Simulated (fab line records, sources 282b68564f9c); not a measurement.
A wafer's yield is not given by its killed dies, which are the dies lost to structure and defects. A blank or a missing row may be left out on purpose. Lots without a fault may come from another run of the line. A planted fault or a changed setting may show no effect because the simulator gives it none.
fab line records	flow rit_cmos
record: lots: 14	wafers: 42	last_day: 7
route steps=202 shown ACTIVE@16 PWELL@47 PRETRO@73 PLDD@123 M1@202
lots that met no fault: taken from a fault-free run of the same line
start_h: the number of hours between the record's first day and the start of the first shown wafer of the lot	wait_h: hours elapsed since this lot's preceding step	" identical to the entry in the row above	L1.1+2: several wafers, shown together as one row	- no value, or no start was given	* or withheld: withheld	< > ~ a bound
route shown NAME@n: NAME is a module with steps in the file, n the number in the route of the first one	usual: mean/standard deviation taken from wafers without a fault	same: alike in all rows	chamber/n: place in a boat	sites: per-site readings	_std_site: the standard deviation of these	_edge_site: the outer-site mean with the inner-site mean subtracted	radius_mm: for every site, how far away it sits from the centre of the wafer	mask NAME#n: copy n	behind: the tool/chamber that last shaped the wafer	hold: cause of the lot's hold/its duration in hours/its outcome	device: transistor that didn't switch, given as n, p or np	end of line: tests run on the same wafers once the route is complete	step lacking rows: just its recipe	killed: count of dies lost to structure and defects at first sort (not the wafer's yield)	map: per-die view of a wafer (x killed, . not killed, _ where there is no die)
set.NAME: the setting that was run; set.NAME@STEP: the one run at that earlier step	model.NAME: the simulator's own value behind a step, which no gauge read
the route's steps for a sample of lots (tables are steps, rows are wafers)
services: the hour from which a tool's chamber was out of use, counted from the record's first day as start_h (under 0 if before that day), plus the number of hours and why
== steps ==
step: RIT_ACTIVE_CD_MEAS_90
recipe: target_cd_nm: 1400
usual: cd_nm: 1400.2/2.4
lot.wafer	tool	chamber	start_h	wait_h	cd_nm
L131.3	cd_sem-01	-	15.18	0.1	1398.8
L131.4	"	-	"	"	1397.9
L131.5	"	-	"	"	1400.0
L132.1	cd_sem-02	-	20.14	0.1	1400.6
L132.3	"	-	"	"	1401.9
L132.4	"	-	"	"	1399.1
L133.3	cd_sem-02	-	25.06	0.1	1404.8
L133.5	"	-	"	"	1405.5
L133.6	"	-	"	"	1404.9
L134.2	cd_sem-01	-	30.16	0.1	1399.2
L134.3	"	-	"	"	1398.8
L134.5	"	-	"	"	1399.7
L135.1	cd_sem-02	-	35.14	0.1	1403.6
L135.2	"	-	"	"	1400.2
L135.6	"	-	"	"	1401.9
L136.1	cd_sem-02	-	40.02	0.1	1399.0
L136.3	"	-	"	"	1401.9
L136.6	"	-	"	"	1401.6
L140.3	cd_sem-01	-	60.21	0.1	1402.3
L140.4	"	-	"	"	1400.2
L140.5	"	-	"	"	1400.8
L143.2	cd_sem-02	-	75.16	0.1	1396.3
L143.3	"	-	"	"	1397.5
L143.6	"	-	"	"	1397.0
L146.1	cd_sem-02	-	90.02	0.1	1395.2
L146.2	"	-	"	"	1397.0
L146.3	"	-	"	"	1396.7
L147.2	cd_sem-01	-	95.04	0.1	1398.7
L147.3	"	-	"	"	1402.8
L147.4	"	-	"	"	1398.5
L149.1	cd_sem-02	-	105.02	0.1	1396.6
L149.3	"	-	"	"	1399.5
L149.6	"	-	"	"	1397.7
L150.1	cd_sem-01	-	110.14	0.1	1396.4
L150.2	"	-	"	"	1399.1
L150.4	"	-	"	"	1398.7
L151.1	cd_sem-02	-	115.02	0.1	1399.8
L151.3	"	-	"	"	1398.3
L151.5	"	-	"	"	1399.6
L153.4	cd_sem-02	-	125.08	0.1	1401.8
L153.5	"	-	"	"	1400.0
L153.6	"	-	"	"	1400.6
step: RIT_PWELL_IMPLANT_08
recipe: species: B	energy_kev: 170	dose_cm2: 7e+13	tilt_deg: 7
usual: dose_ions_cm2: 6.999e+13/7e+10	faraday_current_uA: 222/4.3	tilt_deg: 6.999/0.019
lot.wafer	tool	chamber	start_h	wait_h	dose_ions_cm2	faraday_current_uA	tilt_deg
L131.3	implanter-01	0	22.70	0.2	7.01e+13	220	6.996
L131.4	"	0	"	"	7e+13	222	7.003
L131.5	"	0	"	"	6.998e+13	222	7.000
L132.1	implanter-01	0	27.15	0.2	6.996e+13	217	7.014
L132.3	"	0	"	"	6.991e+13	232	6.972
L132.4	"	0	"	"	6.989e+13	223	6.983
L133.3	implanter-04	0	32.47	0.2	6.998e+13	228	6.983
L133.5	"	0	"	"	7.004e+13	217	7.002
L133.6	"	0	"	"	6.989e+13	220	6.991
L134.2	implanter-03	0	38.50	0.2	6.998e+13	219	6.976
L134.3	"	0	"	"	7.001e+13	224	6.989
L134.5	"	0	"	"	7.003e+13	228	6.985
L135.1	implanter-04	0	43.10	0.2	7.002e+13	219	6.991
L135.2	"	0	"	"	6.998e+13	216	7.011
L135.6	"	0	"	"	6.999e+13	228	7.017
L136.1	implanter-03	0	48.97	0.2	7.006e+13	230	6.979
L136.3	"	0	"	"	7.005e+13	217	6.991
L136.6	"	0	"	"	6.995e+13	219	6.992
L140.3	implanter-03	0	67.33	0.2	1.2238e+14	390	7.039
L140.4	"	0	"	"	1.2236e+14	396	6.979
L140.5	"	0	"	"	1.2251e+14	398	7.030
L143.2	implanter-03	0	82.37	0.2	1.2245e+14	402	6.971
L143.3	"	0	"	"	1.2256e+14	382	6.990
L143.6	"	0	"	"	1.2247e+14	391	7.021
L146.1	implanter-01	0	99.45	0.2	6.994e+13	219	7.029
L146.2	"	0	"	"	7.005e+13	216	7.014
L146.3	"	0	"	"	6.992e+13	220	7.040
L147.2	implanter-01	0	103.15	0.2	6.989e+13	227	6.984
L147.3	"	0	"	"	6.998e+13	220	6.979
L147.4	"	0	"	"	6.996e+13	222	7.008
L149.1	implanter-01	0	112.07	0.2	6.994e+13	223	6.996
L149.3	"	0	"	"	6.991e+13	218	6.994
L149.6	"	0	"	"	6.993e+13	219	6.968
L150.1	implanter-04	0	117.40	0.2	7.002e+13	221	6.998
L150.2	"	0	"	"	6.999e+13	224	7.013
L150.4	"	0	"	"	7.001e+13	225	7.008
L151.1	implanter-04	0	123.02	0.2	7.002e+13	214	7.005
L151.3	"	0	"	"	6.995e+13	215	6.975
L151.5	"	0	"	"	6.99e+13	214	7.001
L153.4	implanter-04	0	132.29	0.2	6.998e+13	217	7.035
L153.5	"	0	"	"	6.997e+13	231	6.987
L153.6	"	0	"	"	7.002e+13	221	7.041
step: RIT_PWELL_TW_MEAS_10
usual: PWELL_TW: 957/8.5
lot.wafer	tool	chamber	start_h	wait_h	PWELL_TW
L131.3	film_metro-01	-	22.99	0.1	968
L131.4	"	-	"	"	961
L131.5	"	-	"	"	961
L132.1	film_metro-04	-	27.47	0.1	971
L132.3	"	-	"	"	966
L132.4	"	-	"	"	965
L133.3	film_metro-01	-	32.76	0.1	959
L133.5	"	-	"	"	963
L133.6	"	-	"	"	954
L134.2	film_metro-04	-	38.81	0.1	962
L134.3	"	-	"	"	965
L134.5	"	-	"	"	959
L135.1	film_metro-04	-	43.42	0.1	965
L135.2	"	-	"	"	966
L135.6	"	-	"	"	964
L136.1	film_metro-04	-	49.29	0.1	963
L136.3	"	-	"	"	963
L136.6	"	-	"	"	958
L140.3	film_metro-04	-	67.63	0.1	1146
L140.4	"	-	"	"	1145
L140.5	"	-	"	"	1156
L143.2	film_metro-01	-	82.68	0.1	1151
L143.3	"	-	"	"	1150
L143.6	"	-	"	"	1153
L146.1	film_metro-04	-	99.77	0.1	950
L146.2	"	-	"	"	947
L146.3	"	-	"	"	951
L147.2	film_metro-02	-	103.46	0.1	945
L147.3	"	-	"	"	944
L147.4	"	-	"	"	946
L149.1	film_metro-01	-	112.39	0.1	960
L149.3	"	-	"	"	961
L149.6	"	-	"	"	961
L150.1	film_metro-04	-	117.72	0.1	952
L150.2	"	-	"	"	954
L150.4	"	-	"	"	955
L151.1	film_metro-01	-	123.35	0.1	963
L151.3	"	-	"	"	961
L151.5	"	-	"	"	966
L153.4	film_metro-04	-	132.57	0.1	952
L153.5	"	-	"	"	951
L153.6	"	-	"	"	952
step: RIT_WELLDRIVE_RS_MEAS_02
recipe: thk_meas_gauge: four-point-probe
usual: PWELL_RS: 429.6/1.2
lot.wafer	tool	chamber	start_h	wait_h	PWELL_RS[ohm/sq]
L131.3	film_metro-04	-	28.74	0.1	427.6
L131.4	"	-	"	"	427.7
L131.5	"	-	"	"	428.5
L132.1	film_metro-04	-	32.74	0.1	429.3
L132.3	"	-	"	"	428.2
L132.4	"	-	"	"	428.3
L133.3	film_metro-04	-	38.05	0.1	429.4
L133.5	"	-	"	"	429.2
L133.6	"	-	"	"	428.9
L134.2	film_metro-04	-	44.92	0.1	429.6
L134.3	"	-	"	"	429.8
L134.5	"	-	"	"	428.7
L135.1	film_metro-04	-	49.98	0.1	430.8
L135.2	"	-	"	"	430.8
L135.6	"	-	"	"	431.5
L136.1	film_metro-02	-	54.56	0.1	429.3
L136.3	"	-	"	"	427.9
L136.6	"	-	"	"	429.4
L140.3	film_metro-04	-	72.91	0.1	304.6
L140.4	"	-	"	"	304.5
L140.5	"	-	"	"	304.9
L143.2	film_metro-02	-	88.01	0.1	305.1
L143.3	"	-	"	"	304.2
L143.6	"	-	"	"	304.5
L146.1	film_metro-01	-	105.04	0.1	430.2
L146.2	"	-	"	"	430.7
L146.3	"	-	"	"	430.7
L147.2	film_metro-04	-	110.14	0.1	428.0
L147.3	"	-	"	"	428.3
L147.4	"	-	"	"	426.3
L149.1	film_metro-02	-	117.65	0.1	429.2
L149.3	"	-	"	"	428.9
L149.6	"	-	"	"	430.3
L150.1	film_metro-02	-	122.99	0.1	431.2
L150.2	"	-	"	"	431.3
L150.4	"	-	"	"	431.2
L151.1	film_metro-01	-	128.61	0.1	430.6
L151.3	"	-	"	"	431.4
L151.5	"	-	"	"	428.9
L153.4	film_metro-01	-	137.87	0.1	430.1
L153.5	"	-	"	"	430.9
L153.6	"	-	"	"	430.5
step: RIT_PRETRO_STRIP_09
recipe: chemistry: O2	time_s: 180	resist: NOVOLAK	platen_temp_c: withheld	power_w: 500	pressure_mtorr: 4000	o2_flow_sccm: 4000
usual: drypump_motor_current_A: 6.0/0.49
lot.wafer	tool	chamber	start_h	wait_h	drypump_motor_current_A	rf_hours_counter_h
L131.3	plasma_asher-02	0	31.87	0.1	6.8	-
L131.4	"	1	"	"	4.9	-
L131.5	"	0	"	"	6.8	-
L132.1	plasma_asher-01	0	35.85	0.1	6.1	37
L132.3	"	1	"	"	6.0	-
L132.4	"	0	"	"	6.1	-
L133.3	plasma_asher-03	0	41.18	0.1	6.4	-
L133.5	"	1	"	"	5.8	-
L133.6	"	0	"	"	6.3	-
L134.2	plasma_asher-02	0	47.88	0.1	6.8	37
L134.3	"	1	"	"	5.0	-
L134.5	"	0	"	"	6.7	-
L135.1	plasma_asher-01	0	53.22	0.1	6.1	39
L135.2	"	1	"	"	6.0	39
L135.6	"	1	"	"	6.0	-
L136.1	plasma_asher-01	0	57.70	0.1	6.1	39
L136.3	"	0	"	"	6.1	-
L136.6	"	1	"	"	6.0	-
L140.3	plasma_asher-01	0	76.16	0.1	6.1	-
L140.4	"	1	"	"	6.0	-
L140.5	"	0	"	"	6.1	-
L143.2	plasma_asher-03	0	91.10	0.1	6.3	48
L143.3	"	1	"	"	5.8	-
L143.6	"	1	"	"	5.8	-
L146.1	plasma_asher-01	0	108.31	0.1	6.1	45
L146.2	"	1	"	"	6.0	45
L146.3	"	1	"	"	6.0	-
L147.2	plasma_asher-01	0	113.44	0.1	6.1	46
L147.3	"	1	"	"	6.0	-
L147.4	"	0	"	"	6.1	-
L149.1	plasma_asher-03	0	120.84	0.1	6.3	0
L149.3	"	0	"	"	6.4	-
L149.6	"	0	"	"	6.4	-
L150.1	plasma_asher-02	0	126.13	0.1	6.8	45
L150.2	"	1	"	"	5.0	45
L150.4	"	1	"	"	4.9	-
L151.1	plasma_asher-01	1	131.90	0.1	6.0	48
L151.3	"	0	"	"	6.1	-
L151.5	"	0	"	"	6.1	-
L153.4	plasma_asher-03	0	140.85	0.1	6.4	-
L153.5	"	1	"	"	5.8	-
L153.6	"	0	"	"	6.4	-
step: RIT_PLDD_STRIP_09
recipe: chemistry: O2	time_s: 180	resist: NOVOLAK	platen_temp_c: withheld	power_w: 500	pressure_mtorr: 4000	o2_flow_sccm: 4000
usual: drypump_motor_current_A: 6.0/0.65
lot.wafer	tool	chamber	start_h	wait_h	drypump_motor_current_A	rf_hours_counter_h
L131.3	plasma_asher-02	0	43.95	0.1	6.7	-
L131.4	"	1	"	"	4.9	-
L131.5	"	1	"	"	4.9	-
L132.1	plasma_asher-02	1	49.58	0.1	4.9	37
L132.3	"	0	"	"	6.8	-
L132.4	"	1	"	"	4.9	-
L133.3	plasma_asher-03	1	57.58	0.1	5.8	-
L133.5	"	0	"	"	6.3	-
L133.6	"	1	"	"	5.8	-
L134.2	plasma_asher-03	0	61.84	0.1	6.3	45
L134.3	"	0	"	"	6.3	-
L134.5	"	0	"	"	6.4	-
L135.1	plasma_asher-04	1	64.26	0.1	6.6	27
L135.2	"	0	"	"	5.9	27
L135.6	"	1	"	"	6.6	-
L136.1	plasma_asher-03	1	69.36	0.1	5.8	45
L136.3	"	0	"	"	6.4	-
L136.6	"	1	"	"	5.8	-
L140.3	plasma_asher-02	0	87.97	0.3	6.7	-
L140.4	"	1	"	"	4.9	-
L140.5	"	1	"	"	4.9	-
L143.2	plasma_asher-03	1	102.91	0.1	5.8	50
L143.3	"	0	"	"	6.3	-
L143.6	"	1	"	"	5.8	-
L146.1	plasma_asher-03	1	120.43	0.1	5.8	0
L146.2	"	0	"	"	6.3	0
L146.3	"	0	"	"	6.3	-
L147.2	plasma_asher-03	1	127.08	0.1	5.8	1
L147.3	"	1	"	"	5.8	-
L147.4	"	0	"	"	6.3	-
L149.1	plasma_asher-02	1	133.02	0.1	4.9	46
L149.3	"	1	"	"	5.0	-
L149.6	"	1	"	"	4.9	-
L150.1	plasma_asher-04	0	139.14	0.1	5.9	34
L150.2	"	1	"	"	6.6	34
L150.4	"	1	"	"	6.6	-
L151.1	plasma_asher-02	0	145.70	0.1	6.8	47
L151.3	"	1	"	"	4.9	-
L151.5	"	1	"	"	4.9	-
L153.4	plasma_asher-03	0	153.43	0.1	6.3	-
L153.5	"	1	"	"	5.8	-
L153.6	"	0	"	"	6.4	-
step: RIT_M1_PROBE_99
usual: killed_at_M0_to_M3: 0.0/0.083	killed_at_contacts: 0.1/0.28	killed_at_front_end: 6.5/3	killed_dies: 7/3	killed_open: 3.2/2	killed_short: 3.2/1.9
same: gross_dies: 264	killed_at_M4_up: 0	killed_at_back_side: 0	killed_at_other: 0
lot.wafer	tool	chamber	start_h	wait_h	killed_at_M0_to_M3	killed_at_contacts	killed_at_front_end	killed_dies	killed_open	killed_short
L131.3	prober-01	-	58.92	0.2	0	0	11	11	5	6
L131.4	prober-01	-	58.97	0.2	0	0	7	7	4	3
L131.5	prober-01	-	59.02	0.2	0	0	9	9	3	6
L132.1	prober-02	-	63.62	0.1	0	0	13	13	3	9
L132.3	prober-02	-	63.72	0.2	0	0	3	3	1	2
L132.4	prober-02	-	63.77	0.2	0	0	2	2	1	1
L133.3	prober-01	-	71.47	0.2	0	0	9	9	2	7
L133.5	prober-01	-	71.57	0.2	0	0	6	6	2	4
L133.6	prober-01	-	71.62	0.2	0	0	6	6	2	4
L134.2	prober-02	-	75.54	0.1	0	0	4	4	4	0
L134.3	prober-02	-	75.59	0.2	0	0	0	0	0	0
L134.5	prober-02	-	75.69	0.2	0	0	3	3	2	1
L135.1	prober-01	-	77.66	0.1	0	0	5	5	4	1
L135.2	prober-01	-	77.71	0.1	0	0	10	10	7	3
L135.6	prober-01	-	77.91	0.2	0	1	10	11	4	7
L136.1	prober-02	-	82.91	0.1	0	0	7	7	3	4
L136.3	prober-02	-	83.01	0.2	0	0	5	5	2	3
L136.6	prober-02	-	83.16	0.2	0	0	3	3	2	1
L140.3	prober-02	-	101.81	0.2	0	0	6	6	3	3
L140.4	prober-02	-	101.86	0.2	0	0	6	6	2	4
L140.5	prober-02	-	101.91	0.2	0	0	4	4	2	2
L143.2	prober-01	-	116.73	0.1	0	0	5	5	3	2
L143.3	prober-01	-	116.78	0.2	0	0	3	3	1	2
L143.6	prober-01	-	116.93	0.2	0	0	7	7	3	4
L146.1	prober-02	-	133.92	0.1	0	0	5	5	1	2
L146.2	prober-02	-	133.97	0.1	0	0	2	2	2	0
L146.3	prober-02	-	134.02	0.2	0	0	9	9	6	2
L147.2	prober-01	-	141.23	0.1	0	0	7	7	4	3
L147.3	prober-01	-	141.28	0.2	0	0	11	11	6	5
L147.4	prober-01	-	141.33	0.2	0	0	7	7	3	4
L149.1	prober-01	-	146.83	0.1	1	0	11	12	4	7
L149.3	prober-01	-	146.93	0.2	0	0	3	3	1	2
L149.6	prober-01	-	147.08	0.2	0	0	5	5	4	1
L150.1	prober-02	-	153.08	0.1	0	0	2	2	1	1
L150.2	prober-02	-	153.13	0.1	0	0	7	7	4	3
L150.4	prober-02	-	153.23	0.2	0	0	4	4	2	2
L151.1	prober-01	-	160.06	0.1	0	0	11	11	7	4
L151.3	prober-01	-	160.16	0.2	0	0	8	8	2	6
L151.5	prober-01	-	160.26	0.2	0	0	9	9	7	2
L153.4	prober-01	-	167.53	0.2	0	0	9	9	4	3
L153.5	prober-01	-	167.58	0.2	0	0	8	8	2	6
L153.6	prober-01	-	167.63	0.2	0	0	5	5	2	3
killed by level:class
L131.3 GATE:geometric_particle:open=5 GATE:geometric_particle:short=3 REOX:geometric_particle:short=1 SPACER:geometric_particle:short=1 SILICIDE:geometric_particle:short=1
L131.4 REOX:geometric_particle:open=2 FOX2:geometric_particle:open=1 GATE:geometric_particle:open=1 GATE:geometric_particle:short=1 SPACER:geometric_particle:short=1 SILICIDE:geometric_particle:short=1
L131.5 GATE:geometric_particle:short=6 GATE:geometric_particle:open=2 FOX1:geometric_particle:open=1
L132.1 FOX2:geometric_particle:short=3 SILICIDE:geometric_particle:open=3 SILICIDE:geometric_particle:short=3 GATE:geometric_particle:short=2 REOX:geometric_particle:short=1 ACTIVE:coat_microbubble_printed=1
L132.3 GATE:geometric_particle:open=1 GATE:geometric_particle:short=1 SPACER:geometric_particle:short=1
L132.4 FOX2:geometric_particle:open=1 SPACER:geometric_particle:short=1
L133.3 REOX:geometric_particle:short=4 GATE:geometric_particle:short=2 SPACER:geometric_particle:open=1 GATE:geometric_particle:open=1 SPACER:geometric_particle:short=1
L133.5 FOX1:geometric_particle:short=1 FOX2:geometric_particle:short=1 GATE:geometric_particle:short=1 GATE:geometric_particle:open=1 REOX:geometric_particle:open=1 SPACER:geometric_particle:short=1
L133.6 REOX:geometric_particle:short=2 FOX2:geometric_particle:short=1 GATE:geometric_particle:short=1 GATE:geometric_particle:open=1 REOX:geometric_particle:open=1
L134.2 FOX1:geometric_particle:open=2 SILICIDE:geometric_particle:open=2
L134.5 GATE:geometric_particle:open=1 GATE:geometric_particle:short=1 SILICIDE:geometric_particle:open=1
L135.1 SILICIDE:geometric_particle:open=2 FOX1:geometric_particle:open=1 GATE:geometric_particle:open=1 GATE:geometric_particle:short=1
L135.2 GATE:geometric_particle:open=3 FOX1:geometric_particle:open=2 GATE:geometric_particle:short=2 REOX:geometric_particle:open=1 REOX:geometric_particle:short=1 SILICIDE:geometric_particle:open=1
L135.6 GATE:geometric_particle:short=5 GATE:geometric_particle:open=2 FOX2:geometric_particle:open=1 REOX:geometric_particle:short=1 REOX:geometric_particle:open=1 CONTACT:geometric_particle:short=1
L136.1 GATE:geometric_particle:short=2 FOX1:geometric_particle:open=1 REOX:geometric_particle:short=1 REOX:geometric_particle:open=1 SPACER:geometric_particle:open=1 SPACER:geometric_particle:short=1
L136.3 GATE:geometric_particle:short=2 FOX2:geometric_particle:open=1 GATE:geometric_particle:open=1 SILICIDE:geometric_particle:short=1
L136.6 GATE:geometric_particle:open=1 GATE:geometric_particle:short=1 SILICIDE:geometric_particle:open=1
L140.3 SILICIDE:geometric_particle:open=3 GATE:geometric_particle:short=2 SPACER:geometric_particle:short=1
L140.4 REOX:geometric_particle:short=2 FOX2:geometric_particle:open=1 GATE:geometric_particle:short=1 SPACER:geometric_particle:short=1 SILICIDE:geometric_particle:open=1
L140.5 GATE:geometric_particle:short=2 FOX2:geometric_particle:open=1 SPACER:geometric_particle:open=1
L143.2 GATE:geometric_particle:open=2 GATE:geometric_particle:short=2 SPACER:geometric_particle:open=1
L143.3 GATE:geometric_particle:short=1 GATE:geometric_particle:open=1 SILICIDE:geometric_particle:short=1
L143.6 GATE:geometric_particle:open=2 SPACER:geometric_particle:short=2 GATE:geometric_particle:short=1 SPACER:geometric_particle:open=1 SILICIDE:geometric_particle:short=1
L146.1 NSD:coat_microbubble_printed=2 GATE:geometric_particle:short=1 GATE:geometric_particle:open=1 SILICIDE:geometric_particle:short=1
L146.2 GATE:geometric_particle:open=2
L146.3 GATE:geometric_particle:open=4 SILICIDE:geometric_particle:open=2 GATE:geometric_particle:short=1 SPACER:geometric_particle:short=1 NSD:coat_microbubble_printed=1
L147.2 FOX1:geometric_particle:open=3 GATE:geometric_particle:short=2 FOX1:geometric_particle:short=1 REOX:geometric_particle:open=1
L147.3 SILICIDE:geometric_particle:open=3 REOX:geometric_particle:short=2 REOX:geometric_particle:open=2 FOX1:geometric_particle:short=1 SPACER:geometric_particle:open=1 SPACER:geometric_particle:short=1 SILICIDE:geometric_particle:short=1
L147.4 GATE:geometric_particle:short=3 GATE:geometric_particle:open=2 REOX:geometric_particle:open=1 SILICIDE:geometric_particle:short=1
L149.1 FOX1:geometric_particle:short=3 REOX:geometric_particle:short=3 FOX1:geometric_particle:open=1 FOX2:geometric_particle:open=1 REOX:geometric_particle:open=1 SPACER:geometric_particle:open=1 M1:geometric_particle:short=1 NWELL:coat_microbubble_printed=1
L149.3 GATE:geometric_particle:short=1 GATE:geometric_particle:open=1 REOX:geometric_particle:short=1
L149.6 GATE:geometric_particle:open=2 FOX1:geometric_particle:open=1 GATE:geometric_particle:short=1 SPACER:geometric_particle:open=1
L150.1 GATE:geometric_particle:open=1 SPACER:geometric_particle:short=1
L150.2 REOX:geometric_particle:open=3 REOX:geometric_particle:short=2 GATE:geometric_particle:open=1 SPACER:geometric_particle:short=1
L150.4 GATE:geometric_particle:short=2 REOX:geometric_particle:open=1 SPACER:geometric_particle:open=1
L151.1 GATE:geometric_particle:open=5 SILICIDE:geometric_particle:open=2 FOX1:geometric_particle:short=1 FOX2:geometric_particle:short=1 GATE:geometric_particle:short=1 SPACER:geometric_particle:short=1
L151.3 GATE:geometric_particle:short=2 FOX1:geometric_particle:open=1 FOX1:geometric_particle:short=1 FOX2:geometric_particle:open=1 REOX:geometric_particle:short=1 SPACER:geometric_particle:short=1 SILICIDE:geometric_particle:short=1
L151.5 GATE:geometric_particle:open=4 SILICIDE:geometric_particle:open=2 FOX1:geometric_particle:short=1 REOX:geometric_particle:open=1 SILICIDE:geometric_particle:short=1
L153.4 GATE:geometric_particle:open=2 ACTIVE:coat_microbubble_printed=2 FOX1:geometric_particle:open=1 FOX1:geometric_particle:short=1 REOX:geometric_particle:open=1 REOX:geometric_particle:short=1 STARTING-WAFER:geometric_particle:short=1
L153.5 GATE:geometric_particle:short=2 REOX:geometric_particle:short=2 FOX1:geometric_particle:short=1 GATE:geometric_particle:open=1 REOX:geometric_particle:open=1 SILICIDE:geometric_particle:short=1
L153.6 GATE:geometric_particle:short=2 GATE:geometric_particle:open=1 REOX:geometric_particle:short=1 SPACER:geometric_particle:open=1
== services ==
tool	chamber	start_h	hours	kind
implanter-04	-	27.00	2.8	repair
implanter-04	-	37.16	0.6	repair
implanter-03	-	41.97	2.5	repair
implanter-04	-	47.88	2.1	pm
plasma_asher-02	-	50.39	3.1	repair
plasma_asher-04	-	78.37	17.6	repair
implanter-01	-	104.28	4.5	repair
implanter-04	-	106.25	1.9	repair
plasma_asher-03	-	108.75	9.0	pm
plasma_asher-03	0	108.75	9.0	vent_cycle
plasma_asher-03	1	108.75	9.0	vent_cycle
plasma_asher-02	-	111.69	0.8	repair
implanter-03	-	113.44	3.2	repair
implanter-01	-	115.99	44.0	pm
plasma_asher-03	0	117.75	-	clean
plasma_asher-03	1	117.75	-	clean
plasma_asher-01	-	122.12	4.2	pm
implanter-03	-	149.44	3.8	repair
== key ==
first_sign: step: RIT_PWELL_IMPLANT_08	reading: dose_ions_cm2	direction: up	sigmas: 99+	usual: 6.999e+13	struck: 1.2245e+14
effect: step: RIT_PWELL_IMPLANT_08	reading: faraday_current_uA	direction: up	sigmas: 40	usual: 222	struck: 393
effect: step: RIT_PWELL_TW_MEAS_10	reading: PWELL_TW	direction: up	sigmas: 23	usual: 957	struck: 1150
effect: step: RIT_WELLDRIVE_RS_MEAS_02	reading: PWELL_RS	direction: down	sigmas: 99+	usual: 429.6	struck: 304.6
met_at RIT_PWELL_IMPLANT_08
struck_lots L140,L143
tester_left_out L140,L143
not_acting_at RIT_ACTIVE_CD_MEAS_90,RIT_PRETRO_STRIP_09,RIT_PLDD_STRIP_09
onset_between 48.97 67.33
fault: kind: process_parameter_drift	tool: implanter-03	chamber: -	onset_h: 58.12	steps: RIT_PWELL_IMPLANT_08	channel: dose_cm2	offset: 5.2401e+13	shape: step	end_h: 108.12	acts_in: these_recipes_only	stated: 7e+13
tester_left_out: of these lots the tester's yield and bins aren't shown, on N5 and GAA mostly nor the transistor test; their killed dies are dies lost to structure and defects alone, not to doping, threshold or leakage, so they don't give the yield
